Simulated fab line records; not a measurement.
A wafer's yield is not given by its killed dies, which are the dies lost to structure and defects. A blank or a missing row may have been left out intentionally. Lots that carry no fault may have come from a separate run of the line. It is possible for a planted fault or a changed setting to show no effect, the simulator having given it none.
Which of the tools did it? ; flow berkeleyCmos170 ; 13 lots, 39 wafers sampled, at 3 steps of a route of 331

WHAT THE GAUGES READ, wafer by wafer
UCB170_PSD_CD_MEAS_06 targets a cd of 1200 nm. Usual: cdNm reads 1200.1 nm (standard deviation 1.4).
lot;measured;on;cdNm (nm);flag
L549;day 6 12:14;cdSem-01;1200.5 1200.8 1199.8;
L550;day 7 13:07;cdSem-01;1201.7 1202.6 1202.2;
L555;day 8 01:20;cdSem-02;1198.4 1199.7 1198.6;
L556;day 8 01:29;cdSem-02;1200.0 1199.7 1199.7;
L553;day 8 01:47;cdSem-02;1197.7 1198.4 1199.0;
L554;day 8 02:01;cdSem-01;1200.3 1201.0 1200.4;
L557;day 8 08:59;cdSem-01;1199.6 1198.4 1197.5;
L559;day 8 17:04;cdSem-02;1198.3 1197.9 1200.2;
L562;day 9 17:56;cdSem-02;1199.7 1199.0 1199.4;
L564;day 9 18:31;cdSem-02;1199.8 1198.0 1199.1;
L568;day 10 15:46;cdSem-01;1200.9 1199.7 1200.4;
L569;day 10 19:32;cdSem-01;1199.9 1197.2 1199.2;
L571;day 11 16:01;cdSem-02;1201.8 1202.5 1204.2;

UCB170_NSD_CD_MEAS_06 targets a cd of 1200 nm. Usual: cdNm reads 1199.9 nm (standard deviation 1.7).
lot;measured;on;cdNm (nm);flag
L549;day 6 14:05;cdSem-01;1201.7 1201.0 1201.2;
L550;day 7 14:43;cdSem-02;1200.9 1198.0 1199.4;
L555;day 8 04:34;cdSem-02;1200.9 1199.2 1200.4;
L556;day 8 04:47;cdSem-01;1201.3 1201.3 1202.4;
L553;day 8 04:58;cdSem-02;1199.4 1196.8 1198.7;
L554;day 8 05:11;cdSem-01;1197.9 1197.0 1198.0;
L557;day 8 10:36;cdSem-01;1197.5 1197.9 1198.8;
L559;day 8 18:32;cdSem-01;1201.7 1199.1 1199.5;
L562;day 9 19:34;cdSem-02;1201.2 1202.4 1202.7;
L564;day 9 20:08;cdSem-02;1204.2 1203.6 1202.7;
L568;day 10 17:49;cdSem-01;1213.0 1198.6 1206.1;OFF
L569;day 10 21:12;cdSem-01;1200.6 1201.8 1201.5;
L571;day 11 17:58;cdSem-02;1197.7 1198.1 1195.7;

EACH LOT AND THE TOOL THAT RAN IT (in order: tool; ch and the chambers of the sampled wafers; start)
lot;UCB170_NSD_EXPOSE_03
L549;krfScanner-02 ch 0, day 6 13:32
L550;krfScanner-02 ch 0, day 7 14:20
L555;krfScanner-01 ch 0, day 8 04:10
L556;krfScanner-02 ch 0, day 8 04:24
L553;krfScanner-02 ch 0, day 8 04:34
L554;krfScanner-01 ch 0, day 8 04:48
L557;krfScanner-01 ch 0, day 8 10:12
L559;krfScanner-01 ch 0, day 8 18:09
L562;krfScanner-02 ch 0, day 9 19:09
L564;krfScanner-01 ch 0, day 9 19:45
L568;krfScanner-01 ch 0, day 10 17:13
L569;krfScanner-02 ch 0, day 10 20:49
L571;krfScanner-02 ch 0, day 11 17:30
- UCB170_NSD_EXPOSE_03: exposes mask NSELECT MOD, target cd 1200 nm.

AS READ BY THE TOOLS THEMSELVES (means over the sampled wafers that have a number; for cases with no such wafer, the mark the record gives instead)
UCB170_NSD_EXPOSE_03. Usual: exposureDoseMJCm2 reads 30.00 (standard deviation 0.03).
lot;tool;exposureDoseMJCm2;flag
L549;krfScanner-02;30.02;
L550;krfScanner-02;30.04;
L555;krfScanner-01;29.98;
L556;krfScanner-02;30.01;
L553;krfScanner-02;29.98;
L554;krfScanner-01;30.02;
L557;krfScanner-01;30.02;
L559;krfScanner-01;30.02;
L562;krfScanner-02;29.99;
L564;krfScanner-01;30.03;
L568;krfScanner-01;29.74;OFF
L569;krfScanner-02;30.06;
L571;krfScanner-02;29.98;

THE ANSWER, worked out from the rows above alone
Rule: a lot counts as off when the mean over its wafers that have a number is more than 3 standard deviations away from the usual mean. Also off: a lot with no number at a reading for which 4 or more lots have one. All remaining lots with rows at the step are treated as sound. First the gauges in route order, then the tools' own readings, where a lot's mean is used as printed above. The first step at which some lot is off is used, and at that step the reading that is off furthest; a lot without a number counts as furthest.
Off, at UCB170_NSD_CD_MEAS_06 on cdNm: L568.
If a tool, at a process step before that reading, ran all the lots that are off and no sound lot after the first of them, it fits. The gauges at UCB170_NSD_CD_MEAS_06 aren't tried: what is off there is off at UCB170_NSD_EXPOSE_03 too, on other tools, and a gauge's error can't cause that. One fits: UCB170_NSD_EXPOSE_03 on krfScanner-01. A fault onset in the window from L564 (day 9 19:45, its last sound lot) to L568 (day 10 17:13, its first lot off) fits.
On the lots that are off, the tool's own readings at UCB170_NSD_EXPOSE_03 differ by more than 5 times the standard deviation of the sound lots' means, which bears it out; exposureDoseMJCm2 reads 29.74 there versus 30.01 on the sound lots.

WHAT WAS PUT IN BY THE SIMULATOR
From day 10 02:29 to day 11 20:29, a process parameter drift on krfScanner-01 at UCB170_NSD_EXPOSE_03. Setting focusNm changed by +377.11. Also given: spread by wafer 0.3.
Struck lots among those shown: L568. Same finding as the rule above.
